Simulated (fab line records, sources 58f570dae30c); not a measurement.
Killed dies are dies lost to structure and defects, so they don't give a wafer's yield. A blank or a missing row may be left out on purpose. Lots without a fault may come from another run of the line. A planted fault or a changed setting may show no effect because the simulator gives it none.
Which tool did it? | flow berkeley_cmos170 | 7 lots, 21 wafers sampled, at 3 steps of a route of 331

WHAT THE GAUGES READ, wafer by wafer
UCB170_SDANNEAL_RS_MEAS_02: measures by four-point-probe.
lot  | measured     | on            | PSD_RS (ohm/sq)
L960 | day 8 10:57  | film_metro-02 | 75.87 76.16 75.83
L963 | day 8 18:34  | film_metro-04 | 75.47 75.47 75.60
L968 | day 10 07:49 | film_metro-03 | 75.15 75.24 75.08
L972 | day 11 01:16 | film_metro-04 | 75.46 75.51 75.35
L976 | day 12 04:29 | film_metro-03 | 75.67 75.57 75.44
L981 | day 12 10:31 | film_metro-03 | 75.48 75.82 76.01
L982 | day 12 21:29 | film_metro-02 | 75.65 75.31 75.64

WHICH TOOL RAN EACH LOT (tool, then ch and the chambers of the sampled wafers, then the start)
lot  | UCB170_NSD_STRIP_09                  | UCB170_SDANNEAL_RTA_01
L960 | plasma_asher-03 ch 0,1, day 8 09:25  | rtp_anneal-01 ch 0, day 8 10:52
L963 | plasma_asher-01 ch 0,1, day 8 17:22  | rtp_anneal-02 ch 0, day 8 18:30
L968 | plasma_asher-02 ch 0,1, day 10 06:26 | rtp_anneal-02 ch 0, day 10 07:44
L972 | plasma_asher-03 ch 1, day 10 22:52   | rtp_anneal-02 ch 0, day 11 01:11
L976 | plasma_asher-03 ch 0,1, day 12 02:35 | rtp_anneal-01 ch 0, day 12 04:25
L981 | plasma_asher-01 ch 0,1, day 12 09:19 | rtp_anneal-01 ch 0, day 12 10:26
L982 | plasma_asher-01 ch 0,1, day 12 19:52 | rtp_anneal-02 ch 0, day 12 21:25
- UCB170_NSD_STRIP_09: strips in O2.
- UCB170_SDANNEAL_RTA_01: time 5 s.

THE ANSWER, worked out from the rows above alone
Rule: what is usual is taken from the lots themselves. Put in order of their means at a reading, lots are off if they are a third of the lots or fewer, leave a main group of 4 or more, and stand apart from it by a gap of 3 or more times the standard deviation of the main group's means; of several such gaps the widest counts. A main group whose means are all the same, to the digits that the tables above print for the reading, isn't used. A lot without any number at a reading at which 4 lots or more have one is off too. The other lots that the step has rows for count as sound.
No lot is off at any reading shown: from this, nothing can be told.

WHAT THE SIMULATOR HAD PUT IN
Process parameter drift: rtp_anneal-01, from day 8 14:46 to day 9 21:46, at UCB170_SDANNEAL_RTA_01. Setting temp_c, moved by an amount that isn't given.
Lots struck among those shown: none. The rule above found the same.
